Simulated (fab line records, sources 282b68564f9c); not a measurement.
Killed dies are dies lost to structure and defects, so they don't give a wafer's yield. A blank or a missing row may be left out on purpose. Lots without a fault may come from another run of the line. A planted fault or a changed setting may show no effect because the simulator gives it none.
fab line records | flow rit_cmos
record lots=13 wafers=39 last_day=7
route steps=202 shown NLDD@113 SILICIDE@162 CONTACT@176 M1@193
lots that met no fault: from a run of the same line without faults
start_h: hours from the record's first day to the start of the lot's first wafer shown | wait_h: hours since the lot's step before | " the same as in the row above | L1.1+2: a row that stands for several wafers | - no value, or no start given | * or withheld: withheld | < > ~ a bound
route shown NAME@n: a module of which the file shows steps, and the number in the route of the first | usual: mean/standard deviation of fault-free wafers | same: alike in all rows | chamber/n: place in a boat | sites: the reading at each site | _std_site: their standard deviation | _edge_site: outer sites' mean less inner sites' | radius_mm: how far each site lies from the wafer's centre | mask NAME#n: copy n | behind: the tool/chamber that last shaped the wafer | hold: why the lot was held/for how many hours/how that ended | device: the transistor (n, p or np) that didn't switch | end of line: the same wafers' tests at the end of the route | a step without rows: its recipe alone | killed: dies lost to structure and defects at the first sort, not the wafer's yield | map: a wafer's dies, x killed, . not, _ none there
set.NAME: the setting as run; set.NAME@STEP: as run at that earlier step | model.NAME: the simulator's own value behind a step, which no gauge read
steps of the route over a sample of lots; a table a step, a row a wafer
services: from which hour (start_h, from the record's first day; less than 0 if before it) a tool's chamber was out of use, for how many hours, and why
## steps
# step RIT_NLDD_TW_MEAS_10
# usual NLDD_TW=2502/27
# columns lot.wafer tool chamber start_h wait_h NLDD_TW
L704.1 film_metro-03 - 52.17 0.1 2524
L704.3 " - " " 2522
L704.6 " - " " 2532
L705.1 film_metro-02 - 58.25 0.1 2456
L705.3 " - " " 2456
L705.6 " - " " 2455
L706.2 film_metro-04 - 58.28 0.1 2513
L706.5 " - " " 2526
L706.6 " - " " 2518
L707.4 film_metro-04 - 64.20 0.1 2513
L707.5 " - " " 2527
L707.6 " - " " 2507
L708.1 film_metro-02 - 64.84 0.1 2444
L708.5 " - " " 2467
L708.6 " - " " 2448
L711.4 film_metro-04 - 82.58 0.1 2523
L711.5 " - " " 2528
L711.6 " - " " 2523
L714.2 film_metro-03 - 97.28 0.1 2525
L714.4 " - " " 2539
L714.6 " - " " 2524
L715.3 film_metro-02 - 108.20 0.1 2468
L715.4 " - " " 2477
L715.5 " - " " 2487
L719.2 film_metro-02 - 122.97 0.1 2459
L719.5 " - " " 2459
L719.6 " - " " 2452
L721.2 film_metro-04 - 129.94 0.1 2498
L721.4 " - " " 2496
L721.6 " - " " 2498
L723.1 film_metro-04 - 139.38 0.1 2509
L723.2 " - " " 2512
L723.4 " - " " 2519
L725.2 film_metro-03 - 149.10 0.1 2516
L725.3 " - " " 2522
L725.4 " - " " 2507
L727.1 film_metro-03 - 161.56 0.1 2525
L727.4 " - " " 2505
L727.6 " - " " 2520
# step RIT_SILICIDE_SPUTTER_01
# recipe material=Ti target_thk_nm=30 power_w=350 chamber_pressure_pa=0.667 gas=Ar time_s=229.8 substrate_temp_c=25
# usual cathode_dc_power_W=349.99/0.058 chamber_pressure_pa=0.6671/0.0012 substrate_temp_c=25.00/0.1 throttle_valve_pct=30.2/0.55
# columns lot.wafer tool chamber start_h wait_h cathode_dc_power_W chamber_pressure_pa substrate_temp_c throttle_valve_pct
L704.1 pvd_sputter-04 - 60.79 0.0 350.10 0.6700 24.87 30.3
L704.3 " - " " 350.02 0.6681 24.83 31.3
L704.6 " - " " 349.97 0.6671 25.10 31.4
L705.1 pvd_sputter-04 - 66.84 0.0 350.00 0.6646 24.93 30.4
L705.3 " - " " 350.06 0.6667 24.96 31.2
L705.6 " - " " 350.07 0.6672 25.00 30.4
L706.2 pvd_sputter-02 - 68.28 0.0 350.06 0.6690 24.98 29.4
L706.5 " - " " 350.09 0.6680 25.01 30.3
L706.6 " - " " 349.98 0.6666 25.23 30.3
L707.4 pvd_sputter-04 - 72.69 0.0 350.00 0.6692 25.07 30.1
L707.5 " - " " 350.09 0.6671 24.94 30.3
L707.6 " - " " 349.95 0.6653 24.88 30.2
L708.1 pvd_sputter-02 - 74.19 0.0 349.85 0.6672 24.96 29.6
L708.5 " - " " 349.96 0.6677 24.89 30.3
L708.6 " - " " 350.00 0.6687 25.01 29.6
L711.4 pvd_sputter-01 - 91.15 0.1 350.07 0.6659 24.98 30.6
L711.5 " - " " 349.86 0.6645 24.88 29.8
L711.6 " - " " 350.04 0.6680 25.02 30.8
L714.2 pvd_sputter-04 - 105.21 0.0 350.00 0.6675 25.06 31.1
L714.4 " - " " 349.92 0.6675 25.04 30.4
L714.6 " - " " 350.00 0.6655 24.91 30.1
L715.3 pvd_sputter-02 - 116.05 0.0 349.99 0.6675 25.02 29.8
L715.4 " - " " 349.99 0.6665 25.04 30.0
L715.5 " - " " 349.98 0.6657 24.91 29.9
L719.2 pvd_sputter-02 - 130.98 0.0 350.02 0.6661 24.98 29.6
L719.5 " - " " 350.04 0.6692 24.89 29.9
L719.6 " - " " 349.97 0.6666 25.07 29.7
L721.2 pvd_sputter-02 - 138.11 0.0 349.97 0.6661 24.98 29.4
L721.4 " - " " 350.07 0.6658 24.89 29.7
L721.6 " - " " 349.95 0.6670 24.96 29.5
L723.1 pvd_sputter-02 - 147.83 0.0 350.06 0.6672 25.01 30.1
L723.2 " - " " 349.95 0.6671 25.11 29.6
L723.4 " - " " 350.02 0.6671 24.92 30.6
L725.2 pvd_sputter-02 - 157.29 0.0 349.92 0.6656 24.87 29.7
L725.3 " - " " 349.98 0.6674 24.86 29.8
L725.4 " - " " 350.02 0.6652 24.81 30.0
L727.1 pvd_sputter-02 - 171.83 0.0 349.97 0.6697 25.16 29.7
L727.4 " - " " 350.01 0.6678 24.94 30.3
L727.6 " - " " 349.95 0.6691 25.09 29.8
# step RIT_SILICIDE_RS_MEAS_02
# recipe thk_meas_gauge=four-point-probe reads=Ti_of_SILICIDE_SPUTTER_01
# usual SILICIDE_TI_RS=50.3/0.56
# columns lot.wafer tool chamber start_h wait_h SILICIDE_TI_RS[ohm/sq]
L704.1 film_metro-01 - 60.94 0.1 49.2
L704.3 " - " " 49.8
L704.6 " - " " 49.9
L705.1 film_metro-04 - 66.99 0.1 49.4
L705.3 " - " " 49.4
L705.6 " - " " 49.5
L706.2 film_metro-04 - 68.45 0.1 50.2
L706.5 " - " " 49.9
L706.6 " - " " 50.7
L707.4 film_metro-04 - 72.90 0.1 49.6
L707.5 " - " " 49.5
L707.6 " - " " 49.2
L708.1 film_metro-04 - 74.34 0.1 50.3
L708.5 " - " " 51.3
L708.6 " - " " 50.3
L711.4 film_metro-02 - 91.29 0.1 50.1
L711.5 " - " " 50.8
L711.6 " - " " 50.4
L714.2 film_metro-02 - 105.38 0.1 47.3
L714.4 " - " " 49.9
L714.6 " - " " 50.2
L715.3 film_metro-01 - 116.24 0.1 49.7
L715.4 " - " " 50.0
L715.5 " - " " 50.3
L719.2 film_metro-04 - 131.15 0.1 50.0
L719.5 " - " " 50.5
L719.6 " - " " 49.8
L721.2 film_metro-04 - 138.28 0.1 49.8
L721.4 " - " " 50.2
L721.6 " - " " 50.8
L723.1 film_metro-01 - 147.98 0.1 50.4
L723.2 " - " " 50.0
L723.4 " - " " 50.8
L725.2 film_metro-01 - 157.46 0.1 50.0
L725.3 " - " " 49.9
L725.4 " - " " 50.9
L727.1 film_metro-02 - 171.98 0.1 50.0
L727.4 " - " " 50.4
L727.6 " - " " 50.0
# step RIT_SILICIDE_THK_MEAS_03
# recipe thk_meas_gauge=xrf reads=Ti_of_SILICIDE_SPUTTER_01
# usual SILICIDE_TI_THK=29.1/0.31
# columns lot.wafer tool chamber start_h wait_h SILICIDE_TI_THK[nm]
L704.1 film_metro-01 - 61.06 0.1 29.3
L704.3 " - " " 28.9
L704.6 " - " " 29.2
L705.1 film_metro-04 - 67.11 0.1 29.4
L705.3 " - " " 29.5
L705.6 " - " " 29.6
L706.2 film_metro-04 - 68.56 0.1 29.3
L706.5 " - " " 29.4
L706.6 " - " " 29.2
L707.4 film_metro-04 - 72.99 0.1 29.5
L707.5 " - " " 29.5
L707.6 " - " " 29.6
L708.1 film_metro-04 - 74.46 0.1 29.1
L708.5 " - " " 28.7
L708.6 " - " " 29.0
L711.4 film_metro-02 - 91.38 0.1 29.4
L711.5 " - " " 29.1
L711.6 " - " " 29.2
L714.2 film_metro-02 - 105.49 0.1 30.8
L714.4 " - " " 29.5
L714.6 " - " " 29.3
L715.3 film_metro-01 - 116.34 0.1 29.0
L715.4 " - " " 29.1
L715.5 " - " " 28.8
L719.2 film_metro-04 - 131.26 0.1 29.4
L719.5 " - " " 29.1
L719.6 " - " " 29.4
L721.2 film_metro-04 - 138.39 0.1 29.5
L721.4 " - " " 29.3
L721.6 " - " " 29.1
L723.1 film_metro-01 - 148.10 0.1 28.7
L723.2 " - " " 29.0
L723.4 " - " " 28.7
L725.2 film_metro-01 - 157.57 0.1 28.9
L725.3 " - " " 29.1
L725.4 " - " " 28.6
L727.1 film_metro-02 - 172.10 0.1 29.3
L727.4 " - " " 29.0
L727.6 " - " " 29.4
# step RIT_CONTACT_CD_MEAS_08
# recipe target_cd_nm=1000
# usual cd_nm=1001.1/2.4
# columns lot.wafer tool chamber start_h wait_h cd_nm
L704.1 cd_sem-01 - 62.38 - 999.5
L704.3 " - " " 999.2
L704.6 " - " " 998.7
L705.1 cd_sem-01 - 68.55 - 1003.1
L705.3 " - " " 1002.5
L705.6 " - " " 1003.5
L706.2 cd_sem-01 - 69.92 - 1004.7
L706.5 " - " " 1003.5
L706.6 " - " " 1003.6
L707.4 cd_sem-01 - 74.34 - 997.7
L707.5 " - " " 1000.0
L707.6 " - " " 997.5
L708.1 cd_sem-01 - 75.95 - 1002.5
L708.5 " - " " 1001.7
L708.6 " - " " 1005.4
L711.4 cd_sem-01 - 92.77 - 1002.4
L711.5 " - " " 1003.7
L711.6 " - " " 1003.5
L714.2 cd_sem-02 - 106.87 - 1002.5
L714.4 " - " " 1003.3
L714.6 " - " " 1003.5
L715.3 cd_sem-02 - 117.80 - 998.7
L715.4 " - " " 998.5
L715.5 " - " " 998.3
L719.2 cd_sem-01 - 132.70 - 1004.8
L719.5 " - " " 1006.4
L719.6 " - " " 1004.5
L721.2 cd_sem-02 - 139.71 - 999.3
L721.4 " - " " 1001.1
L721.6 " - " " 998.2
L723.1 cd_sem-01 - 149.46 - 1005.5
L723.2 " - " " 1003.0
L723.4 " - " " 1004.4
L725.2 cd_sem-02 - 158.89 - 997.7
L725.3 " - " " 999.1
L725.4 " - " " 999.4
L727.1 cd_sem-02 - 173.44 - 1002.6
L727.4 " - " " 1001.0
L727.6 " - " " 1001.6
# step RIT_M1_CD_MEAS_09
# recipe target_cd_nm=2600
# usual cd_nm=2600.7/2.2
# columns lot.wafer tool chamber start_h wait_h cd_nm
L704.1 cd_sem-02 - 65.09 - 2597.1
L704.3 " - " " 2598.6
L704.6 " - " " 2598.1
L705.1 cd_sem-01 - 71.31 - 2599.3
L705.3 " - " " 2599.6
L705.6 " - " " 2597.8
L706.2 cd_sem-01 - 72.47 - 2596.0
L706.5 " - " " 2597.5
L706.6 " - " " 2598.8
L707.4 cd_sem-02 - 76.84 - 2600.3
L707.5 " - " " 2601.3
L707.6 " - " " 2599.8
L708.1 cd_sem-01 - 78.59 - 2600.7
L708.5 " - " " 2601.0
L708.6 " - " " 2600.2
L711.4 cd_sem-02 - 95.29 - 2601.9
L711.5 " - " " 2602.7
L711.6 " - " " 2600.1
L714.2 cd_sem-02 - 109.62 - 2605.0
L714.4 " - " " 2605.7
L714.6 " - " " 2603.5
L715.3 cd_sem-01 - 120.34 - 2598.0
L715.4 " - " " 2598.3
L715.5 " - " " 2598.4
L719.2 cd_sem-01 - 135.44 - 2602.1
L719.5 " - " " 2600.6
L719.6 " - " " 2600.4
L721.2 cd_sem-01 - 142.40 - 2599.6
L721.4 " - " " 2602.4
L721.6 " - " " 2601.3
L723.1 cd_sem-02 - 152.01 - 2600.0
L723.2 " - " " 2604.3
L723.4 " - " " 2601.8
L725.2 cd_sem-02 - 161.52 - 2599.4
L725.3 " - " " 2596.9
L725.4 " - " " 2597.3
L727.1 cd_sem-01 - 176.06 - 2601.8
L727.4 " - " " 2598.0
L727.6 " - " " 2601.1
# step RIT_M1_PROBE_99
# usual killed_at_M0_to_M3=0.0/0.083 killed_at_contacts=0.1/0.27 killed_at_front_end=7/3.3 killed_dies=7/3.3 killed_open=3.5/2 killed_short=3.8/2.2
# same gross_dies=264 killed_at_M4_up=0 killed_at_back_side=0 killed_at_other=0
# columns lot.wafer tool chamber start_h wait_h killed_at_M0_to_M3 killed_at_contacts killed_at_front_end killed_dies killed_open killed_short
L711.4 prober-01 - 98.03 0.2 0 0 5 5 3 2
L711.5 prober-01 - 98.08 0.2 0 0 6 6 4 2
L711.6 prober-01 - 98.13 0.2 0 0 5 5 2 3
L715.3 prober-01 - 123.10 0.2 0 0 13 13 6 7
L715.4 prober-01 - 123.15 0.2 0 0 4 4 3 1
L715.5 prober-01 - 123.20 0.2 0 0 11 11 4 7
L719.2 prober-01 - 138.13 0.1 0 0 9 9 5 4
L719.5 prober-01 - 138.28 0.2 0 0 16 16 8 8
L719.6 prober-01 - 138.33 0.2 0 1 11 12 6 6
L723.1 prober-01 - 154.67 0.1 0 0 6 6 3 3
L723.2 prober-01 - 154.72 0.1 0 0 4 4 4 0
L723.4 prober-01 - 154.82 0.2 0 0 5 5 3 2
# killed by level:class
L711.4 GATE:geometric_particle:open=3 GATE:geometric_particle:short=1 SPACER:geometric_particle:short=1
L711.5 SILICIDE:geometric_particle:open=2 FOX1:geometric_particle:open=1 FOX2:geometric_particle:open=1 GATE:geometric_particle:short=1 REOX:geometric_particle:short=1
L711.6 GATE:geometric_particle:open=2 SILICIDE:geometric_particle:short=2 SPACER:geometric_particle:short=1
L715.3 FOX1:geometric_particle:short=3 SILICIDE:geometric_particle:open=3 SPACER:geometric_particle:short=2 FOX1:geometric_particle:open=1 FOX2:geometric_particle:short=1 GATE:geometric_particle:short=1 GATE:geometric_particle:open=1 REOX:geometric_particle:open=1
L715.4 REOX:geometric_particle:open=2 FOX1:geometric_particle:open=1 SPACER:geometric_particle:short=1
L715.5 GATE:geometric_particle:short=3 FOX2:geometric_particle:short=2 GATE:geometric_particle:open=2 FOX1:geometric_particle:open=1 FOX1:geometric_particle:short=1 REOX:geometric_particle:short=1 SILICIDE:geometric_particle:open=1
L719.2 GATE:geometric_particle:short=3 GATE:geometric_particle:open=2 SILICIDE:geometric_particle:open=2 FOX1:geometric_particle:short=1 FOX1:geometric_particle:open=1
L719.5 SPACER:geometric_particle:open=4 GATE:geometric_particle:short=3 FOX1:geometric_particle:short=2 FOX1:geometric_particle:open=1 FOX2:geometric_particle:short=1 GATE:geometric_particle:open=1 REOX:geometric_particle:open=1 SPACER:geometric_particle:short=1
L719.6 FOX1:geometric_particle:short=4 FOX1:geometric_particle:open=2 SPACER:geometric_particle:open=2 GATE:geometric_particle:short=1 GATE:geometric_particle:open=1 REOX:geometric_particle:short=1 CONTACT:geometric_particle:open=1
L723.1 SPACER:geometric_particle:short=2 FOX1:geometric_particle:open=1 GATE:geometric_particle:short=1 SPACER:geometric_particle:open=1 SILICIDE:geometric_particle:open=1
L723.2 GATE:geometric_particle:open=3 FOX2:geometric_particle:open=1
L723.4 GATE:geometric_particle:open=2 FOX1:geometric_particle:open=1 REOX:geometric_particle:short=1 SPACER:geometric_particle:short=1
## services
# columns tool chamber start_h hours kind
pvd_sputter-01 - 50.74 1.9 repair
pvd_sputter-04 - 83.32 7.8 repair
pvd_sputter-01 - 95.82 1.7 repair
## key
first_sign step=RIT_SILICIDE_RS_MEAS_02 reading=SILICIDE_TI_RS direction=down sigmas=5.3 usual=50.3 struck=47.3
effect step=RIT_SILICIDE_THK_MEAS_03 reading=SILICIDE_TI_THK direction=up sigmas=5.4 usual=29.1 struck=30.8
met_at RIT_SILICIDE_SPUTTER_01
struck_lots L714
struck_wafers L714.2
tester_left_out L714
not_acting_at RIT_NLDD_TW_MEAS_10,RIT_CONTACT_CD_MEAS_08,RIT_M1_CD_MEAS_09
onset_between 66.84 105.21
fault kind=process_parameter_drift tool=pvd_sputter-04 chamber=- onset_h=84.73 steps=RIT_SILICIDE_SPUTTER_01 channel=target_thk_nm offset=1.5 shape=step end_h=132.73 acts_in=these_recipes_only stated=30 scope=struck_wafers_only
# tester_left_out: of these lots the tester's yield and bins aren't shown, on N5 and GAA mostly nor the transistor test; their killed dies are dies lost to structure and defects alone, not to doping, threshold or leakage, so they don't give the yield
